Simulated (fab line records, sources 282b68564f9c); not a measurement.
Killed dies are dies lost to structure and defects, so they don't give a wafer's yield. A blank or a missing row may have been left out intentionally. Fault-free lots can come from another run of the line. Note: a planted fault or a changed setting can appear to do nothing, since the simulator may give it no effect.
Which tool was responsible? -- flow rit cmos -- 39 wafers from 13 lots sampled at 2 of the route's 202 steps

## WHAT EACH GAUGE READ, for each wafer
RIT_SPACER_THK_MEAS_04. Usual: SPACER_NITRIDE_THK gives 249.9 nm (standard deviation 2.2).
lot,measured,on,SPACER_NITRIDE_THK (nm),flag
L745,day 2 21:52,film metro-03,247.5 248.1 249.3,
L746,day 3 04:16,film metro-01,250.3 248.9 248.3,
L747,day 3 08:14,film metro-03,249.4 252.8 249.9,
L748,day 3 12:27,film metro-04,248.7 249.0 249.7,
L750,day 4 03:41,film metro-03,250.0 249.6 247.7,
L753,day 4 19:05,film metro-01,246.6 244.1 246.9,
L756,day 5 10:38,film metro-01,338.5 337.3 338.7,OFF
L757,day 5 14:42,film metro-01,247.4 249.0 247.7,
L758,day 5 16:37,film metro-04,249.7 248.2 249.1,
L761,day 6 13:37,film metro-01,248.2 248.6 250.7,
L762,day 6 16:05,film metro-01,249.8 248.1 250.0,
L766,day 7 09:47,film metro-04,253.1 252.2 250.3,
L768,day 7 21:50,film metro-03,253.2 253.1 253.5,

## EACH LOT AND THE TOOL THAT RAN IT (in order: tool; ch and the chambers of the sampled wafers; start)
lot,RIT_SPACER_CVD_03
L745,"lpcvd-02 ch 0, day 2 19:55"
L746,"lpcvd-01 ch 0, day 3 02:21"
L747,"lpcvd-01 ch 1, day 3 06:19"
L748,"lpcvd-02 ch 0, day 3 10:32"
L750,"lpcvd-01 ch 0, day 4 01:47"
L753,"lpcvd-02 ch 0, day 4 17:10"
L756,"lpcvd-01 ch 0, day 5 08:43"
L757,"lpcvd-02 ch 1, day 5 12:46"
L758,"lpcvd-02 ch 0, day 5 14:41"
L761,"lpcvd-02 ch 1, day 6 11:42"
L762,"lpcvd-02 ch 0, day 6 14:10"
L766,"lpcvd-02 ch 1, day 7 07:52"
L768,"lpcvd-02 ch 1, day 7 19:55"
- RIT_SPACER_CVD_03: deposits Si3N4 from SiH2Cl2/NH3, target thk 250 nm, time 3300 s.

## WHAT THE TOOLS THEMSELVES READ (means of the sampled wafers that have a number; where no wafer has one, the mark that the record gives instead)
RIT_SPACER_CVD_03. Usual: nh3 flow sccm 150.0 sccm, standard deviation 0.47; sih2cl2 flow sccm 59.99 sccm, standard deviation 0.15.
lot,tool,nh3 flow sccm (sccm),sih2cl2 flow sccm (sccm),flag
L745,lpcvd-02,149.7,60.19,
L746,lpcvd-01,149.6,60.03,
L747,lpcvd-01,150.2,60.07,
L748,lpcvd-02,149.9,59.95,
L750,lpcvd-01,150.1,60.10,
L753,lpcvd-02,149.9,59.93,
L756,lpcvd-01,225.3,59.88,OFF
L757,lpcvd-02,150.4,59.92,
L758,lpcvd-02,150.4,59.90,
L761,lpcvd-02,149.4,60.09,
L762,lpcvd-02,150.1,60.09,
L766,lpcvd-02,150.3,60.10,
L768,lpcvd-02,149.7,60.11,

## THE ANSWER, worked out from the rows above alone
Rule: take the mean of a lot's wafers that have a number; if it is more than 3 standard deviations from the usual mean, the lot is off. A lot without any number at a reading at which 4 lots or more have one is off too. Where the step has rows for the other lots, those lots are counted as sound. Order of review: gauges by route order, followed by the tools' own readings, for which a lot's mean as printed above is used. At the first step where some lot is off, the reading lying furthest off is the one used; lots without a number count as furthest.
Off: at RIT_SPACER_THK_MEAS_04 (SPACER_NITRIDE_THK), L756.
If a tool, at a process step before that reading, ran all the lots that are off and no sound lot after the first of them, it fits. Not tried: the gauges at RIT_SPACER_THK_MEAS_04; whatever is off there is also off at RIT_SPACER_CVD_03, on other tools, and gauge error can't account for it. One fits: RIT_SPACER_CVD_03 on lpcvd-01. Its last sound lot is L750 (day 4 01:47), its first lot that is off L756 (day 5 08:43): a fault that began between those two fits.
The tool's own readings at RIT_SPACER_CVD_03 bear it out: on the lots that are off they differ by more than 5 times the standard deviation of the sound lots' means. nh3 flow sccm reads 225.3 sccm there against 150.0 sccm on the sound lots.

## WHAT HAD BEEN PUT IN BY THE SIMULATOR
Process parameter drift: lpcvd-01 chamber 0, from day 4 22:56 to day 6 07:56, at RIT_SPACER_CVD_03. The setting nh3 flow sccm was moved by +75, starting from 150. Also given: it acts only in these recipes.
Shown lots that were struck: L756. This agrees with what the rule above found.
